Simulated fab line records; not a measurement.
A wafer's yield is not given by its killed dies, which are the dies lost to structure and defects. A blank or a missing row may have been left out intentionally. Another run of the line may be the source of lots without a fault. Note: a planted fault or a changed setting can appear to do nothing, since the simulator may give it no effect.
A lot that was struck, set against a sound lot	flow rit_cmos	19 out of 202 route steps
Sound: these wafers, L789.1, L789.2, L789.3. Wafers L808.2, L808.5, L808.6 were the ones struck. The cause is given at the end.
For every step that has rows: the tool of each side, followed by ch and its chambers, followed by its first start. Under that, the readings that differ: sound wafers	struck wafers	difference of the means	sigmas: that difference in standard deviations of wafers without a fault.
alike: same words and numbers on both sides, and readings whose means sit less than 2 such deviations apart. not compared: any withheld reading, any reading some wafer has no value for, any bound like >300 that may hide the same value, and any number with overlapping values for which the record gives no deviation.
Wherever a step has rows on one side only, a row that says differs or no value, or a row with sigmas, the two part there. Numbers that have no deviation but don't overlap get no sigmas and don't part them. A reading that every wafer of one side lacks parts them only if that side has two wafers or more.

RIT_SILICIDE_RS_MEAS_02: the measuring method here is four-point-probe.
  sound on film_metro-03, day 3 06:13; struck on film_metro-02, day 7 06:47
  alike: SILICIDE_TI_RS
RIT_SILICIDE_THK_MEAS_03: measures by xrf.
  sound on film_metro-03, day 3 06:20; struck on film_metro-02, day 7 06:53
  alike: SILICIDE_TI_THK
RIT_SILICIDE_RTA_04: time 10 s, ramp up 5 s, ramp down 5 s.
  sound on rtp_anneal-01 ch 0, day 3 06:24; struck on rtp_anneal-02 ch 0, day 7 06:57
  alike: chamber_o2_ppm, wafer_temp_C_max
then, 1 step without rows for these wafers: RIT_SILICIDE_WET_ETCH_05 (etches Ti in SPM, time 120 s).
RIT_SILICIDE_RTA_06: time 10 s, ramp up 5 s, ramp down 10 s.
  sound on rtp_anneal-02 ch 0, day 3 06:31; struck on rtp_anneal-02 ch 0, day 7 07:04
  alike: chamber_o2_ppm, wafer_temp_C_max
RIT_CONTACT_CVD_00: deposits SiO2 from TEOS, target thk 400 nm, time 61 s.
  sound on pecvd-04 ch 0,1,2, day 3 06:35; struck on pecvd-03 ch 2, day 7 07:08
  alike: heater_power_w
RIT_CONTACT_THK_MEAS_01:
  sound on film_metro-01, day 3 06:38; struck on film_metro-04, day 7 07:17
  alike: CONTACT_TEOS_THK
then, 5 steps without rows for these wafers: RIT_CONTACT_HMDS_02 (prime time 60 s); RIT_CONTACT_COAT_03 (resist thk 1000 nm); RIT_CONTACT_SOFTBAKE_04 (time 60 s); RIT_CONTACT_EXPOSE_05 (exposes mask M11, target cd 1000 nm); RIT_CONTACT_PEB_06.
RIT_CONTACT_DEVELOP_07: develop time 120 s.
  sound on litho_track-02 ch 0, day 3 07:00; struck on litho_track-02 ch 0, day 7 08:00
  alike: chill_plate_temp_C
RIT_CONTACT_CD_MEAS_08: the cd target is 1000 nm.
  sound on cd_sem-02, day 3 07:47; struck on cd_sem-01, day 7 08:26
reading	sound	struck	difference	sigmas
cd_nm (nm)	1001.0 1000.1 1001.4	1014.3 1012.0 1011.5	+11.8	+5
RIT_CONTACT_OVL_MEAS_09:
  sound on overlay-01, day 3 07:54; struck on overlay-02, day 7 08:33
reading	sound	struck	difference	sigmas
CONTACT_OVL (nm)	0.0 -0.9 0.2	-3.9 -3.6 -2.1	-3.0	-2
then, 1 step without rows for these wafers: RIT_CONTACT_HARDBAKE_10 (time 60 s).
RIT_CONTACT_ETCH_11: etches SiO2 in CHF3/CF4/Ar, stops on TiSi2, target depth 480 nm, time 320 s.
  sound on rie_diel-03 ch 0,1,3, day 3 08:05; struck on rie_diel-03 ch 0,1,2, day 7 08:44
reading	sound	struck	difference	sigmas
model.CONTACT.cd_nm (nm)	1001 999.7 1001	1015 1011 1012	+12	
  alike: drypump_motor_current_A, oes_product_au, throttle_valve_pct
  not compared: rf_hours_counter_h
RIT_CONTACT_STRIP_12: strips in O2, time 180 s.
  sound on plasma_asher-03 ch 0,1, day 3 08:17; struck on plasma_asher-03 ch 0,1, day 7 08:55
  alike: drypump_motor_current_A
  not compared: rf_hours_counter_h
RIT_M1_PROBE_99:
  sound on prober-02, day 3 12:56; struck on prober-01, day 7 13:46
reading	sound	struck	difference	sigmas
model.etest.contact_to_gate.bv_right_v (V)	91.54 93.14 92.36	86.8 87.57 87.99	-4.9	
  alike: killed_at_contacts, killed_at_front_end, killed_dies, killed_open, killed_short
  not compared: model.etest.contact_to_gate.bv_left_v

WHERE THEY PART
Last at RIT_CONTACT_OVL_MEAS_09 as far as this record goes, first at RIT_CONTACT_CD_MEAS_08. Later steps at which nothing parts them and some readings are alike: RIT_CONTACT_ETCH_11, RIT_CONTACT_STRIP_12, RIT_M1_PROBE_99.

WHY: what had been put in by the simulator
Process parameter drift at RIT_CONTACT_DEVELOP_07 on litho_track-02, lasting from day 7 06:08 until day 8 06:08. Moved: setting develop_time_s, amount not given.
